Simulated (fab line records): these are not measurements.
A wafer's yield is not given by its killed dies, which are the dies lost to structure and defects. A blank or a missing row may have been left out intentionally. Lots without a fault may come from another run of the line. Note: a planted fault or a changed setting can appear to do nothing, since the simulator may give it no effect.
Which of the tools did it?    flow rit cmos    Sampling: 15 lots, 45 wafers, 2 of 202 route steps

== WHAT THE GAUGES READ, wafer by wafer ==
RIT_PRETRO_TW_MEAS_10. Usual: for PRETRO_TW the level is 474.6 and the standard deviation is 3.
lot   measured     on             PRETRO_TW          flag
L729  day 2 09:10  film metro-02  475.8 473.2 474.8  
L730  day 2 13:43  film metro-02  470.9 470.4 474.3  
L731  day 2 18:11  film metro-02  472.9 474.1 472.4  
L732  day 2 22:42  film metro-01  479.2 477.2 479.6  
L733  day 3 04:34  film metro-02  470.8 473.1 471.9  
L734  day 3 09:45  film metro-02  470.5 470.5 471.0  
L735  day 3 13:34  film metro-01  479.5 479.2 479.4  
L736  day 3 18:22  film metro-04  476.7 477.4 476.2  
L740  day 4 15:31  film metro-02  414.9 415.4 416.1  OFF
L741  day 4 19:50  film metro-01  423.1 419.8 421.1  OFF
L742  day 5 00:11  film metro-01  421.5 421.6 423.2  OFF
L747  day 6 01:03  film metro-04  477.8 480.5 480.2  
L748  day 6 06:10  film metro-01  476.9 474.5 474.6  
L749  day 6 11:46  film metro-02  475.8 473.5 475.2  
L750  day 6 16:30  film metro-02  473.7 474.0 470.9  

== WHICH TOOL RAN EACH LOT (tool, then ch and the chambers of the sampled wafers, then the start) ==
lot   RIT_PRETRO_IMPLANT_08
L729  implanter-01 ch 0, day 2 08:51
L730  implanter-01 ch 0, day 2 13:25
L731  implanter-03 ch 0, day 2 17:52
L732  implanter-03 ch 0, day 2 22:23
L733  implanter-04 ch 0, day 3 04:14
L734  implanter-01 ch 0, day 3 09:17
L735  implanter-01 ch 0, day 3 13:15
L736  implanter-03 ch 0, day 3 18:02
L740  implanter-01 ch 0, day 4 15:13
L741  implanter-01 ch 0, day 4 19:33
L742  implanter-01 ch 0, day 4 23:53
L747  implanter-04 ch 0, day 6 00:44
L748  implanter-04 ch 0, day 6 05:50
L749  implanter-04 ch 0, day 6 11:27
L750  implanter-03 ch 0, day 6 16:11
- RIT_PRETRO_IMPLANT_08

== AS READ BY THE TOOLS THEMSELVES (means over the sampled wafers that have a number; for cases with no such wafer, the mark the record gives instead) ==
RIT_PRETRO_IMPLANT_08. Usual: dose ions cm2 1.2001e+13, standard deviation 1.3e+10; faraday current uA 38.0, standard deviation 0.79.
lot   tool          dose ions cm2  faraday current uA  flag
L729  implanter-01  1.2020e+13     38.1                
L730  implanter-01  1.2003e+13     38.2                
L731  implanter-03  1.2008e+13     37.8                
L732  implanter-03  1.2013e+13     37.4                
L733  implanter-04  1.1987e+13     37.9                
L734  implanter-01  1.2002e+13     38.5                
L735  implanter-01  1.1992e+13     39.0                
L736  implanter-03  1.2007e+13     37.6                
L740  implanter-01  8.0357e+12     25.4                OFF
L741  implanter-01  8.0353e+12     25.6                OFF
L742  implanter-01  8.0520e+12     25.3                OFF
L747  implanter-04  1.1999e+13     38.3                
L748  implanter-04  1.1984e+13     37.4                
L749  implanter-04  1.2006e+13     38.4                
L750  implanter-03  1.1985e+13     37.7                

== THE ANSWER, worked out from the rows above alone ==
Rule: lot off if the mean of its wafers having a number is beyond 3 standard deviations from the usual mean. Also off: a lot with no number at a reading for which 4 or more lots have one. The other lots that the step has rows for count as sound. Order of review: gauges by route order, followed by the tools' own readings, for which a lot's mean as printed above is used. The first step at which some lot is off is used, and at that step the reading that is off furthest; a lot without a number counts as furthest.
Off: L740, L741, L742, seen at RIT_PRETRO_TW_MEAS_10 (PRETRO_TW).
If a tool, at a process step before that reading, ran all the lots that are off and no sound lot after the first of them, it fits. The gauges at RIT_PRETRO_TW_MEAS_10 aren't tried: what is off there is off at RIT_PRETRO_IMPLANT_08 too, on other tools, and a gauge's error can't cause that. One candidate fits, namely implanter-01 at RIT_PRETRO_IMPLANT_08. Its last sound lot is L735 (day 3 13:15), its first lot that is off L740 (day 4 15:13): a fault that began between those two fits.
The tool's own readings at RIT_PRETRO_IMPLANT_08 bear it out: on the lots that are off they differ by more than 5 times the standard deviation of the sound lots' means. dose ions cm2 reads 8.0410e+12 there against 1.2000e+13 on the sound lots; faraday current uA reads 25.4 there against 38.0 on the sound lots.

== WHAT HAD BEEN PUT IN BY THE SIMULATOR ==
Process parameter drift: implanter-01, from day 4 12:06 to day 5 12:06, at RIT_PRETRO_IMPLANT_08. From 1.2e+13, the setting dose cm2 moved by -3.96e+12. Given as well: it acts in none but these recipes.
Struck lots among those shown: L740, L741, L742. The same result came from the rule above.
